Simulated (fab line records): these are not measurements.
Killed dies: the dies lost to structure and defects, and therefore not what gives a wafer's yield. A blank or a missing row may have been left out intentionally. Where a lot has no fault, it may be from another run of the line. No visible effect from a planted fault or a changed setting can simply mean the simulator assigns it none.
One fault through the eyes of 2 desks -- flow rit cmos -- each desk has only its own numbers; what lay behind them comes last

== TOOL OWNER'S DESK, litho track-02 ==
The tool's own readings at RIT_CONTACT_COAT_03 (resist thk 1000 nm): means of the sampled wafers that have a number, for each lot that ran on this tool. A lot is out of limits, marked OUT, if its mean lies more than 4 standard deviations from the usual mean; the brackets give that distance.
Columns: A = dispense pressure kPa at RIT_CONTACT_COAT_03, usual 52 kPa; B = spin speed rpm at RIT_CONTACT_COAT_03, usual 3250.0 rpm
lot,first seen here,A,B
L630,day 4 04:58,48,3249.6
L634,day 5 00:00,48,3334.1 (+35) OUT
L636,day 5 09:29,48,3336.9 (+36) OUT
L648,day 8 03:16,48,3250.2
This desk's finding: out of limits on L634, L636; first on L634, day 5 00:00 (spin speed rpm at RIT_CONTACT_COAT_03). L630, L648: within limits.

== FROM THE METROLOGY DESK ==
What the gauges read for every lot (on any tool): the sampled wafers with a number, averaged. A lot is out of limits, marked OUT, if its mean lies more than 4 standard deviations from the usual mean; the brackets give that distance.
Columns: A = PLDD_RS at RIT_SDANNEAL_RS_MEAS_06, usual 178.4 ohm/sq; B = NLDD_RS at RIT_SDANNEAL_RS_MEAS_07, usual 151.5 ohm/sq; C = SILICIDE_TI_RS at RIT_SILICIDE_RS_MEAS_02, usual 52.6 ohm/sq; D = SILICIDE_TI_THK at RIT_SILICIDE_THK_MEAS_03, usual 29.1 nm; E = CONTACT_TEOS_THK at RIT_CONTACT_THK_MEAS_01, usual 400 nm; F = cd nm at RIT_CONTACT_CD_MEAS_08, usual 1000.2 nm; G = CONTACT_OVL at RIT_CONTACT_OVL_MEAS_09, usual -1.0 nm
lot,first seen here,A,B,C,D,E,F,G
L630,day 4 03:56,178.5,152.9,51.6,29.5,394,1003.6,-1.1
L631,day 4 08:32,178.3,150.9,52.2,29.3,402,999.7,-1.1
L634,day 4 22:54,178.2,151.2,52.5,29.1,401,999.9,-1.8
L636,day 5 08:27,178.3,151.3,53.2,28.7,397,1000.0,-3.2
L646,day 7 10:45,178.0,152.1,53.5,28.7,394,1002.2,-2.4
L648,day 7 19:53,178.6,150.7,53.4,28.7,404,1001.2,-0.2
Result from this desk: across the 6 lots, nothing is out of limits.

== ALL TOGETHER ==
The tool owner's desk could have raised an alarm at day 5 00:00, on L634, L636.
Nothing out of limits was seen by the metrology desk.
The metrology desk has L634, L636 on record, within its limits.
All the named lots went through RIT_CONTACT_COAT_03 on litho track-02.

== WHAT THE SIMULATOR HAD PUT IN ==
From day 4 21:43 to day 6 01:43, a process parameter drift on litho track-02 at RIT_CONTACT_COAT_03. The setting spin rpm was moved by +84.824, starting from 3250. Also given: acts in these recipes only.
Lots struck among those shown: L634, L636.
Delay in hours, fault start to first out-of-limits reading, by desk: the tool owner's desk at 2.
